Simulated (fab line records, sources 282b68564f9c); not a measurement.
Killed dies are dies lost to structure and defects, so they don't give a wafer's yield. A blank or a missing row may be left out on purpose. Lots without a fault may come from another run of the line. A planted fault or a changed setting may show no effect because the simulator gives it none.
A struck lot beside a sound one | flow rit_cmos | 17 steps out of a route of 202
Sound: wafers L780.2, L780.5, L780.6. Struck: wafers L786.2, L786.4, L786.5. The cause comes at the end.
At each step with rows: each side's tool, then ch and its chambers, then its first start. Under that, the readings that differ: sound wafers | struck wafers | difference of the means | sigmas: that difference in standard deviations of wafers without a fault.
alike: readings whose means differ by less than 2 such deviations, and words and numbers that are the same on both sides. not compared: withheld readings, readings that some wafer has no value for, bounds like >300 that may hide the same value, and numbers for which the record gives no deviation and whose values overlap.
The two part at a step that has a row with sigmas, a row that says differs or no value, or rows on one side only. Numbers that don't overlap but have no deviation are shown without sigmas and don't part them. A reading that every wafer of one side lacks parts them only if that side has two wafers or more.

first, 4 steps without rows for these wafers: RIT_NLDD_SOFTBAKE_02 (time 60 s); RIT_NLDD_EXPOSE_03 (exposes mask M7, target cd 40700 nm); RIT_NLDD_PEB_04; RIT_NLDD_DEVELOP_05 (develop time 50 s).
RIT_NLDD_OVL_MEAS_06:
  sound on overlay-02, day 2 21:14; struck on overlay-01, day 4 03:33
  alike: NLDD_OVL
then, 2 steps without rows for these wafers: RIT_NLDD_HARDBAKE_07 (time 60 s); RIT_NLDD_IMPLANT_08.
RIT_NLDD_STRIP_09: strips in O2, time 180 s.
  sound on plasma_asher-04 ch 0,1, day 2 21:34; struck on plasma_asher-02 ch 0,1, day 4 03:53
  alike: drypump_motor_current_A, rf_refl_power_W
  not compared: rf_hours_counter_h
RIT_NLDD_TW_MEAS_10:
  sound on film_metro-04, day 2 21:44; struck on film_metro-01, day 4 04:04
  alike: NLDD_TW
then, 3 steps without rows for these wafers: RIT_PLDD_HMDS_00 (prime time 60 s); RIT_PLDD_COAT_01 (resist thk 984.3 nm); RIT_PLDD_SOFTBAKE_02 (time 60 s).
RIT_PLDD_EXPOSE_03: exposes mask M8, target cd 40900 nm.
  sound on iline_stepper-01 ch 0, day 2 22:23; struck on iline_stepper-01 ch 0, day 4 04:35
  reading                      | sound                   | struck            | difference | sigmas
  model.PLDD.overlay_x_nm (nm) | -0.4246 -0.4246 -0.4246 | 130.3 130.3 130.3 | +130.7     |
  alike: mask
then, 2 steps without rows for these wafers: RIT_PLDD_PEB_04; RIT_PLDD_DEVELOP_05 (develop time 50 s).
RIT_PLDD_OVL_MEAS_06:
  sound on overlay-02, day 2 22:46; struck on overlay-02, day 4 05:11
  reading       | sound       | struck            | difference | sigmas
  PLDD_OVL (nm) | 0.9 1.4 0.3 | 131.2 132.4 131.8 | +130.9     | +94
  not compared: hold
RIT_M1_PROBE_99:
  the record has rows for the sound wafers here (prober-01, day 3 12:46) and none for the struck ones

WHERE THEY PART
First at RIT_PLDD_OVL_MEAS_06; last, within this record, at RIT_M1_PROBE_99.

WHY: what the simulator had put in
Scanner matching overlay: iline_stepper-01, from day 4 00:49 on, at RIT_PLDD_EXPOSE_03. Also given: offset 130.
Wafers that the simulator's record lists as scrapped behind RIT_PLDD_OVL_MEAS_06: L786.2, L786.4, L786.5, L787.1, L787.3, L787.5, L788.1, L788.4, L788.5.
